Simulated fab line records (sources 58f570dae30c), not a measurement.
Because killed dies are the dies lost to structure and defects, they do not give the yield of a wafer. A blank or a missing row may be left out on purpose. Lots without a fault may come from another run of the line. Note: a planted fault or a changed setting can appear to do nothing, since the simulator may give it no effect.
Which tool is to blame?    flow berkeley cmos170    route of 331 steps, sampled at 1 step: 7 lots, 21 wafers

== WHAT THE GAUGES READ, wafer by wafer ==
UCB170_NWELL_THK_MEAS_02.
lot   measured     on             NWELL_OXIDE_THK (nm)
L735  day 2 04:17  film metro-02  26.7 26.3 26.1
L737  day 2 15:30  film metro-02  27.3 26.6 26.7
L739  day 3 03:56  film metro-02  25.6 26.4 26.3
L744  day 4 04:31  film metro-02  26.4 26.4 26.1
L747  day 4 15:52  film metro-03  26.3 26.2 26.5
L752  day 5 17:19  film metro-02  25.8 25.9 25.9
L754  day 6 06:10  film metro-03  26.2 26.1 26.4

== WHAT TOOL EACH LOT RAN ON (gives the tool, then ch and the chambers of the sampled wafers, and finally the start) ==
Record: no process step prior to these readings.

== THE ANSWER, worked out from the rows above alone ==
Rule: the usual values come from the lots themselves. Put in order of their means at a reading, lots are off if they are a third of the lots or fewer, leave a main group of 4 or more, and stand apart from it by a gap of 3 or more times the standard deviation of the main group's means; of several such gaps the widest counts. Not used: any main group whose means are identical at the precision the tables above print for the reading. A lot without any number at a reading at which 4 lots or more have one is off too. Any other lot the step has rows for is counted as sound.
No lot is off at any reading shown: from this, nothing can be told.

== WHAT HAD BEEN PUT IN BY THE SIMULATOR ==
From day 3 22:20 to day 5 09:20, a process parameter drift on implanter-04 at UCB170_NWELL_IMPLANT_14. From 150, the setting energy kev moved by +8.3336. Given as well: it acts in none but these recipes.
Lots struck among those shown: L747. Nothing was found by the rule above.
